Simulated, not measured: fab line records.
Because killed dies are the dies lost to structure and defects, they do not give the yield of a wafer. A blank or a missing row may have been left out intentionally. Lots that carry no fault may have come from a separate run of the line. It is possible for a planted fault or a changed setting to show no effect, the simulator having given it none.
Which tool was responsible? + flow berkeley-cmos170 + 13 lots with 38 wafers sampled at 3 steps, on a route of 331 steps

== WHAT EACH GAUGE READ, for each wafer ==
UCB170_NWELL_OVL_MEAS_12. Usual: NWELL_OVL typically reads -2 nm, with standard deviation 5.5.
| lot  | measured    | on         | NWELL_OVL (nm) | flag |
|------|-------------|------------|----------------|------|
| L318 | day 2 04:08 | overlay-02 | -11 -6 -4      |      |
| L319 | day 2 15:58 | overlay-01 | -8 -3 -5       |      |
| L321 | day 2 23:37 | overlay-01 | -1 6 0         |      |
| L322 | day 3 03:27 | overlay-01 | -7 0 -1        |      |
| L326 | day 4 05:09 | overlay-01 | -7 -4          |      |
| L331 | day 5 05:40 | overlay-02 | -1 -4 1        |      |
| L330 | day 5 05:58 | overlay-02 | 1 1 -5         |      |
| L332 | day 5 16:13 | overlay-01 | -4 2 -6        |      |
| L336 | day 6 03:13 | overlay-02 | -13 -11 -13    |      |
| L338 | day 6 16:34 | overlay-01 | 2 2 3          |      |
| L339 | day 7 00:18 | overlay-01 | 4 -4 1         |      |
| L340 | day 7 04:56 | overlay-01 | 8 4 -1         |      |
| L341 | day 7 17:49 | overlay-01 | -1 -5 1        |      |

UCB170_M1_RS_MEAS_01: the measuring method here is four-point-probe. Usual: M1_AL_RS typically reads 0.0483 ohm/sq, with standard deviation 0.00048.
| lot  | measured     | on            | M1_AL_RS (ohm/sq)    | flag |
|------|--------------|---------------|----------------------|------|
| L318 | day 7 17:23  | film-metro-04 | 0.0484 0.0481 0.0483 |      |
| L319 | day 8 06:28  | film-metro-01 | 0.0492 0.0495 0.0492 |      |
| L321 | day 9 09:41  | film-metro-04 | 0.0481 0.0479 0.0482 |      |
| L322 | day 9 06:42  | film-metro-04 | 0.0479 0.0479 0.0480 |      |
| L326 | day 10 06:53 | film-metro-01 | 0.0480 0.0478        |      |
| L331 | day 10 18:34 | film-metro-02 | 0.0471 0.0477 0.0474 |      |
| L330 | day 10 18:42 | film-metro-01 | 0.0492 0.0489 0.0489 |      |
| L332 | day 11 20:20 | film-metro-02 | 0.0483 0.0483 0.0485 |      |
| L336 | day 12 02:14 | film-metro-04 | 0.0488 0.0490 0.0490 |      |
| L338 | day 12 13:53 | film-metro-01 | 0.0482 0.0486 0.0484 |      |
| L339 | day 13 05:27 | film-metro-04 | 0.0479 0.0479 0.0479 |      |
| L340 | day 13 05:41 | film-metro-04 | 0.0482 0.0485 0.0482 |      |
| L341 | day 14 02:20 | film-metro-04 | 0.0480 0.0482 0.0481 |      |

UCB170_V2_THK_MEAS_01. Usual: V2_TEOS_THK typically reads 2001 nm, with standard deviation 22.
| lot  | measured     | on            | V2_TEOS_THK (nm) | flag |
|------|--------------|---------------|------------------|------|
| L318 | day 8 03:21  | film-metro-03 | 1999 1997 1975   |      |
| L319 | day 8 15:14  | film-metro-04 | 1977 2002 2013   |      |
| L321 | day 9 21:41  | film-metro-03 | 1991 2020 2019   |      |
| L322 | day 9 18:23  | film-metro-01 | 1981 1987 2012   |      |
| L326 | day 10 16:19 | film-metro-01 | 2012 2020        |      |
| L331 | day 11 03:35 | film-metro-03 | 2017 2012 2041   |      |
| L330 | day 11 04:18 | film-metro-03 | 1966 1994 1984   |      |
| L332 | day 12 07:15 | film-metro-03 | 1968 1956 2014   |      |
| L336 | day 12 11:44 | film-metro-03 | 1986 1995 2024   |      |
| L338 | day 13 00:53 | film-metro-03 | 1998 1990 2019   |      |
| L339 | day 13 15:18 | film-metro-03 | 1986 2029 2012   |      |
| L340 | day 13 16:22 | film-metro-04 | 1985 1966 2010   |      |
| L341 | day 14 11:52 | film-metro-03 | 1991 2025 2015   |      |

== WHICH TOOL RAN EACH LOT (tool, then ch and the chambers of the sampled wafers, then the start) ==
The record shows no process step preceding these readings.

== AS READ BY THE TOOLS THEMSELVES (means over the sampled wafers that have a number; for cases with no such wafer, the mark the record gives instead) ==
The record holds no such reading with a usual standard deviation.

== THE ANSWER, worked out from the rows above alone ==
Rule: a lot is off if the mean of its wafers that have a number lies more than 3 standard deviations from the usual mean. A lot without any number at a reading at which 4 lots or more have one is off too. The other lots that the step has rows for count as sound. After the gauges, taken in route order, come the tools' own readings; for these a lot's mean is taken, as printed above. At the first step where some lot is off, the reading lying furthest off is the one used; lots without a number count as furthest.
No lot is off at any reading shown: from this, nothing can be told.

== WHAT THE SIMULATOR PUT IN ==
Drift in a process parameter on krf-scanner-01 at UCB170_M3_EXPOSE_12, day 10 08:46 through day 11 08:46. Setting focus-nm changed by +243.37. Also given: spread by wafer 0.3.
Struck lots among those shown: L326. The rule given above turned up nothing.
